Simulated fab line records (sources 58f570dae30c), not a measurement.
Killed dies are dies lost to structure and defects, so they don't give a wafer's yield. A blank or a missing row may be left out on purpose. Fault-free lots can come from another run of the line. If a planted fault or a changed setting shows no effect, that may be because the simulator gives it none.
Which of the tools did it? -- flow berkeley_cmos170 -- 15 lots with 44 wafers sampled at 3 steps, on a route of 331 steps

WHAT THE GAUGES READ, wafer by wafer
UCB170_M2_RS_MEAS_02: measurement is done with a four-point probe. Usual: M2_AL_RS gives 0.0323 ohm/sq (standard deviation 0.00042).
lot,measured,on,M2_AL_RS (ohm/sq),flag
L818,day 8 11:22,film_metro-03,0.0328 0.0325 0.0326,
L820,day 8 23:09,film_metro-03,0.0324 0.0327 0.0328,
L823,day 9 07:37,film_metro-04,0.0327 0.0324 0.0323,
L821,day 9 10:19,film_metro-01,0.0332 0.0332 0.0332,
L824,day 10 08:33,film_metro-04,0.0321 0.0320 0.0323,
L831,day 11 09:45,film_metro-04,0.0318 0.0321 0.0322,
L828,day 11 09:36,film_metro-01,0.0329 0.0331 0.0331,
L826,day 11 09:29,film_metro-03,0.0323 0.0330 0.0325,
L827,day 11 10:41,film_metro-03,0.0323 0.0319 0.0320,
L833,day 11 10:58,film_metro-01,0.0323 0.0322,
L836,day 12 04:55,film_metro-03,0.0329 0.0324 0.0323,
L835,day 12 05:16,film_metro-01,0.0323 0.0324 0.0323,
L834,day 12 05:01,film_metro-04,0.0321 0.0326 0.0325,
L837,day 12 11:32,film_metro-01,0.0326 0.0328 0.0324,
L840,day 13 06:02,film_metro-04,0.0315 0.0319 0.0318,

UCB170_M2_OVL_MEAS_16. Usual: M2_OVL gives 1 nm (standard deviation 5.6).
lot,measured,on,M2_OVL (nm),flag
L818,day 8 13:22,overlay-01,6 3 4,
L820,day 9 01:19,overlay-01,1 1 0,
L823,day 9 11:06,overlay-01,-11 -1 -7,
L821,day 9 12:20,overlay-02,-7 5 0,
L824,day 10 10:31,overlay-02,3 -1 6,
L831,day 11 13:59,overlay-01,-3 1 3,
L828,day 11 13:51,overlay-02,-10 -14 -6,
L826,day 11 13:26,overlay-02,1 13 2,
L827,day 11 14:47,overlay-01,1 8 0,
L833,day 11 15:04,overlay-02,-3 4,
L836,day 12 06:47,overlay-02,-4 5 1,
L835,day 12 07:19,overlay-01,-7 -8 -4,
L834,day 12 07:01,overlay-01,-10 -2 -2,
L837,day 12 14:28,overlay-01,2 6 0,
L840,day 13 08:28,overlay-01,5 0 -2,

TOOL THAT RAN EACH LOT (tool first, then ch and the chambers of the sampled wafers, then the start)
lot,UCB170_M1_ETCH_11
L818,"rie_diel-02 ch 2,3, day 8 04:33"
L820,"rie_diel-01 ch 0,1,3, day 8 18:49"
L823,"rie_diel-03 ch 0,2,3, day 9 02:53"
L821,"rie_diel-01 ch 0,1,2, day 9 03:26"
L824,"rie_diel-03 ch 0,1, day 10 04:05"
L831,"rie_diel-01 ch 2,3, day 11 01:21"
L828,"rie_diel-03 ch 0,2,3, day 11 01:28"
L826,"rie_diel-01 ch 1,2, day 11 02:04"
L827,"rie_diel-03 ch 0,1,2, day 11 03:44"
L833,"rie_diel-01 ch 1, day 11 03:52"
L836,"rie_diel-01 ch 0,2,3, day 11 22:28"
L835,"rie_diel-03 ch 0,1,2, day 11 22:38"
L834,"rie_diel-03 ch 0,1,3, day 11 23:12"
L837,"rie_diel-01 ch 0,1,3, day 12 07:07"
L840,"rie_diel-02 ch 0,1,3, day 13 00:16"
- UCB170_M1_ETCH_11: etches BARC in N2/H2.

WHAT THE TOOLS THEMSELVES READ (means of the sampled wafers that have a number; where no wafer has one, the mark that the record gives instead)
UCB170_M1_ETCH_11. Usual: drypump_motor_current_A 5.4 A, standard deviation 0.35; oes_product_au 1.010 a.u., standard deviation 0.018; throttle_valve_pct 13.26 %, standard deviation 0.19.
lot,tool,drypump_motor_current_A (A),oes_product_au (a.u.),throttle_valve_pct (%),flag
L818,rie_diel-02,6.1,1.001,13.22,
L820,rie_diel-01,5.4,1.010,13.24,
L823,rie_diel-03,5.4,1.016,13.21,
L821,rie_diel-01,5.5,1.003,13.19,
L824,rie_diel-03,5.5,1.040,13.29,
L831,rie_diel-01,5.1,0.992,13.50,
L828,rie_diel-03,5.4,1.022,13.22,
L826,rie_diel-01,5.3,0.993,13.33,
L827,rie_diel-03,5.4,1.030,13.28,
L833,rie_diel-01,5.5,1.005,13.11,
L836,rie_diel-01,5.3,1.004,13.35,
L835,rie_diel-03,5.4,1.032,13.29,
L834,rie_diel-03,5.6,1.026,13.22,
L837,rie_diel-01,5.4,1.009,13.24,
L840,rie_diel-02,5.4,1.015,13.23,

THE ANSWER, worked out from the rows above alone
Rule: lot off if the mean of its wafers having a number is beyond 3 standard deviations from the usual mean. Also off: a lot with no number at a reading for which 4 or more lots have one. Where the step has rows for the other lots, those lots are counted as sound. First the gauges in route order, then the tools' own readings, where a lot's mean is used as printed above. The first step at which some lot is off is used, and at that step the reading that is off furthest; a lot without a number counts as furthest.
Across all readings shown, no lot is off: no conclusion can be drawn from this.

WHAT THE SIMULATOR PUT IN
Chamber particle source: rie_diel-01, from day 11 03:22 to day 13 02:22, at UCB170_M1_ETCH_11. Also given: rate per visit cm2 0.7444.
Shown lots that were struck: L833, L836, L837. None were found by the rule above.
